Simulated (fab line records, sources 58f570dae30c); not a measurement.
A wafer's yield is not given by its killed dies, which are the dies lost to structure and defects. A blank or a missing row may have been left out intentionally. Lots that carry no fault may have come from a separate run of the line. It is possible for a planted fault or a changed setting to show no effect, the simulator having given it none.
2 desks, one fault ; flow berkeley cmos170 ; each desk holds nothing but its own numbers, with what lay behind them at the end

## AT THE TOOL OWNER'S DESK: furnace-01
The tool's own readings at UCB170_FIELD_OXIDATION_01 (target thk 558.3 nm, ox time 7200 s): means of the sampled wafers that have a number, for each lot that ran on this tool. Marked OUT: a lot whose mean sits more than 4 standard deviations from the usual mean, which makes it out of limits; the brackets give that distance.
Columns: A = spike tc centre C at UCB170_FIELD_OXIDATION_01, usual 1001.8 C; B = spike tc load C at UCB170_FIELD_OXIDATION_01, usual 1023.7 C; C = tube center temp C at UCB170_FIELD_OXIDATION_01, usual 1000 C; D = tube_center_temp_C_max at UCB170_FIELD_OXIDATION_01, usual 1002.6
lot;first seen here;A;B;C;D
L386;day 5 17:00;1002.0;1024.1;1000;1002.3
L387;day 5 17:00;1000.8;1022.4;1000;1002.9
L393;day 7 04:00;1000.8;1024.2;1000;1002.7
L402;day 9 10:34;1008.1 (+5.3) OUT;1031.6 (+4.9) OUT;1008 (+85) OUT;1010.6 (+19) OUT
L403;day 9 10:34;1009.9 (+6.7) OUT;1031.9 (+5.1) OUT;1008 (+85) OUT;1010.5 (+19) OUT
Finding of this desk: L402, L403 out of limits; the first was L402 at day 9 10:34, on spike tc centre C at UCB170_FIELD_OXIDATION_01. In limits: L386, L387, L393.

## THE METROLOGY DESK
What the gauges read, lot by lot, whatever tool the lot ran on: means of the sampled wafers that have a number. Marked OUT: a lot whose mean sits more than 4 standard deviations from the usual mean, which makes it out of limits; the brackets give that distance. 7 of its 9 readings are shown, namely those furthest out on some lot.
Columns: A = PFIELD_TW at UCB170_PFIELD_TW_MEAS_09, usual 603; B = FIELD_OXIDE_THK at UCB170_FIELD_THK_MEAS_02, usual 561 nm; C = FIELD_OXIDE_LEFT_1_THK at UCB170_FIELD_THK_MEAS_90, usual 444 nm; D = SACOX_OXIDE_THK at UCB170_SACOX_THK_MEAS_02, usual 14.20 nm; E = NVT_OVL at UCB170_NVT_OVL_MEAS_06, usual 0 nm; F = NVT_TW at UCB170_NVT_TW_MEAS_09, usual 522; G = FIELD_OXIDE_LEFT_2_THK at UCB170_FIELD_THK_MEAS_91, usual 356 nm
lot;first seen here;A;B;C;D;E;F;G
L386;day 5 10:38;598;551;434;13.90;-6;521;345
L387;day 5 10:58;605;548;431;13.71;-2;524;342
L393;day 6 22:29;605;560;443;14.24;2;523;354
L396;day 7 08:43;590;553;435;14.12;-0;525;347
L402;day 9 03:54;603;585;470;14.31;1;529;382
L403;day 9 04:30;604;581;466;14.61;-10;529;377
Finding of this desk: none of the 6 lots has anything out of limits.

## BROUGHT TOGETHER
The tool owner's desk could have raised an alarm at day 9 10:34, on L402, L403.
From the metrology desk's view, nothing was out of limits.
The metrology desk holds a record of L402, L403, inside its limits.
Every lot named ran UCB170_FIELD_OXIDATION_01 on furnace-01.

## WHAT HAD BEEN PUT IN BY THE SIMULATOR
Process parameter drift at UCB170_FIELD_OXIDATION_01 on furnace-01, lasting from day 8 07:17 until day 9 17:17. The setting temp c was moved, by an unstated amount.
Lots struck among those shown: L402, L403.
Each desk's first reading out of limits, in hours after the fault started: the tool owner's desk, 27.
